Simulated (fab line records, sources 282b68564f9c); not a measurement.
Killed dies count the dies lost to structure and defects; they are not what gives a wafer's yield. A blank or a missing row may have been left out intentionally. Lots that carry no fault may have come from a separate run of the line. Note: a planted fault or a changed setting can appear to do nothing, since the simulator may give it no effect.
Which tool did it? | flow ritCmos | 39 wafers from 13 lots sampled at 5 of the route's 202 steps

## WHAT EACH GAUGE READ, for each wafer
RIT_ACTIVE_CD_MEAS_90 targets a cd of 1400 nm. Usual: cdNm 1399.6 nm, standard deviation 2.2.
lot  | measured    | on       | cdNm (nm)            | flag
L165 | day 1 17:34 | cdSem-01 | 1401.2 1401.6 1401.1 | 
L166 | day 1 20:31 | cdSem-01 | 1402.0 1398.5 1401.0 | 
L167 | day 2 01:52 | cdSem-01 | 1401.0 1401.1 1402.1 | 
L168 | day 2 06:12 | cdSem-01 | 1401.6 1399.6 1399.7 | 
L169 | day 2 11:25 | cdSem-01 | 1403.8 1402.0 1400.6 | 
L170 | day 2 16:12 | cdSem-02 | 1404.5 1404.6 1402.3 | 
L171 | day 2 21:08 | cdSem-01 | 1398.2 1399.4 1396.4 | 
L173 | day 3 07:41 | cdSem-01 | 1396.1 1398.8 1398.3 | 
L175 | day 3 17:12 | cdSem-01 | 1399.8 1398.7 1400.5 | 
L176 | day 3 22:08 | cdSem-01 | 1397.6 1398.0 1397.6 | 
L178 | day 4 10:03 | cdSem-02 | 1399.7 1395.2 1399.3 | 
L180 | day 4 18:57 | cdSem-01 | 1402.7 1400.0 1401.1 | 
L181 | day 5 00:42 | cdSem-02 | 1401.5 1401.0 1401.3 | 

RIT_GATE_CD_MEAS_16 targets a cd of 150 nm. Usual: cdNm 150.1 nm, standard deviation 2.9.
lot  | measured    | on       | cdNm (nm)         | flag
L165 | day 2 16:05 | cdSem-01 | 147.0 147.6 146.5 | 
L166 | day 2 18:41 | cdSem-02 | 151.0 150.5 156.6 | 
L167 | day 3 03:54 | cdSem-02 | 153.3 152.2 151.4 | 
L168 | day 3 05:17 | cdSem-02 | 150.8 149.9 151.7 | 
L169 | day 3 12:51 | cdSem-02 | 154.2 153.5 153.3 | 
L170 | day 3 17:53 | cdSem-02 | 152.6 155.9 155.5 | 
L171 | day 4 00:28 | cdSem-02 | 155.2 156.0 154.2 | 
L173 | day 4 13:22 | cdSem-02 | 152.7 150.5 148.4 | 
L175 | day 4 17:48 | cdSem-02 | 149.8 148.6 150.6 | 
L176 | day 4 22:41 | cdSem-02 | 148.3 147.5 148.0 | 
L178 | day 5 10:11 | cdSem-01 | 153.2 153.0 151.9 | 
L180 | day 5 19:45 | cdSem-01 | 196.4 193.4 194.9 | OFF
L181 | day 5 23:06 | cdSem-02 | 148.1 148.0 151.1 | 

RIT_SDANNEAL_RS_MEAS_05: measurement is done with a four-point probe. Usual: for NSD_RS the level is 84.51 ohm/sq and the standard deviation is 0.23.
lot  | measured    | on           | NSD_RS (ohm/sq)   | flag
L165 | day 3 08:26 | filmMetro-03 | 84.25 84.65 84.54 | 
L166 | day 3 09:46 | filmMetro-03 | 84.56 84.51 84.45 | 
L167 | day 3 16:26 | filmMetro-01 | 84.47 84.49 84.32 | 
L168 | day 3 18:58 | filmMetro-03 | 84.46 84.43 84.69 | 
L169 | day 4 01:52 | filmMetro-04 | 84.10 84.28 84.33 | 
L170 | day 4 07:32 | filmMetro-03 | 84.44 84.37 84.71 | 
L171 | day 4 14:17 | filmMetro-01 | 84.52 84.60 84.64 | 
L173 | day 5 02:23 | filmMetro-04 | 84.82 84.81 84.22 | 
L175 | day 5 08:15 | filmMetro-03 | 84.22 84.26 84.13 | 
L176 | day 5 12:27 | filmMetro-03 | 84.40 84.52 84.50 | 
L178 | day 6 00:19 | filmMetro-03 | 84.60 84.43 84.44 | 
L181 | day 6 14:52 | filmMetro-01 | 84.70 84.66 84.86 | 

RIT_SDANNEAL_RS_MEAS_06: measurement is done with a four-point probe. Usual: for PLDD_RS the level is 178.6 ohm/sq and the standard deviation is 0.51.
lot  | measured    | on           | PLDD_RS (ohm/sq)  | flag
L165 | day 3 08:34 | filmMetro-03 | 179.1 178.6 178.9 | 
L166 | day 3 09:53 | filmMetro-03 | 178.3 178.3 178.5 | 
L167 | day 3 16:33 | filmMetro-01 | 178.3 178.5 178.3 | 
L168 | day 3 19:05 | filmMetro-03 | 178.4 179.1 178.8 | 
L169 | day 4 01:59 | filmMetro-04 | 178.9 179.2 179.4 | 
L170 | day 4 07:40 | filmMetro-03 | 178.7 178.8 178.3 | 
L171 | day 4 14:25 | filmMetro-01 | 178.8 179.5 178.7 | 
L173 | day 5 02:31 | filmMetro-04 | 178.6 178.7 178.6 | 
L175 | day 5 08:22 | filmMetro-03 | 178.8 178.2 178.7 | 
L176 | day 5 12:34 | filmMetro-03 | 178.4 178.5 178.3 | 
L178 | day 6 00:26 | filmMetro-03 | 178.7 178.9 178.9 | 
L181 | day 6 14:59 | filmMetro-01 | 178.7 178.1 178.1 | 

## EACH LOT AND THE TOOL THAT RAN IT (in order: tool; ch and the chambers of the sampled wafers; start)
lot  | RIT_GATE_EXPOSE_13
L165 | ilineStepper-01 ch 0, day 2 15:37
L166 | ilineStepper-01 ch 0, day 2 18:17
L167 | ilineStepper-02 ch 0, day 3 03:30
L168 | ilineStepper-01 ch 0, day 3 04:53
L169 | ilineStepper-01 ch 0, day 3 12:27
L170 | ilineStepper-01 ch 0, day 3 17:29
L171 | ilineStepper-02 ch 0, day 4 00:00
L173 | ilineStepper-01 ch 0, day 4 12:57
L175 | ilineStepper-01 ch 0, day 4 17:24
L176 | ilineStepper-01 ch 0, day 4 22:17
L178 | ilineStepper-01 ch 0, day 5 09:47
L180 | ilineStepper-01 ch 0, day 5 19:11
L181 | ilineStepper-02 ch 0, day 5 22:42
- RIT_GATE_EXPOSE_13: exposes mask M6, target cd 150 nm.

## AS READ BY THE TOOLS THEMSELVES (means over the sampled wafers that have a number; for cases with no such wafer, the mark the record gives instead)
The record holds no such reading with a usual standard deviation.

## THE ANSWER, worked out from the rows above alone
Rule: a lot is off if the mean of its wafers that have a number lies more than 3 standard deviations from the usual mean. Also off: a lot with no number at a reading for which 4 or more lots have one. All remaining lots with rows at the step are treated as sound. After the gauges, taken in route order, come the tools' own readings; for these a lot's mean is taken, as printed above. The first step at which some lot is off is used, and at that step the reading that is off furthest; a lot without a number counts as furthest.
Off: L180, at RIT_GATE_CD_MEAS_16 (cdNm).
If a tool, at a process step before that reading, ran all the lots that are off and no sound lot after the first of them, it fits. Gauges at RIT_GATE_CD_MEAS_16: tried the same way as those tools. Can't be told from this: 2 tools fit, ilineStepper-01 at RIT_GATE_EXPOSE_13, cdSem-01 at RIT_GATE_CD_MEAS_16.

## WHAT THE SIMULATOR PUT IN
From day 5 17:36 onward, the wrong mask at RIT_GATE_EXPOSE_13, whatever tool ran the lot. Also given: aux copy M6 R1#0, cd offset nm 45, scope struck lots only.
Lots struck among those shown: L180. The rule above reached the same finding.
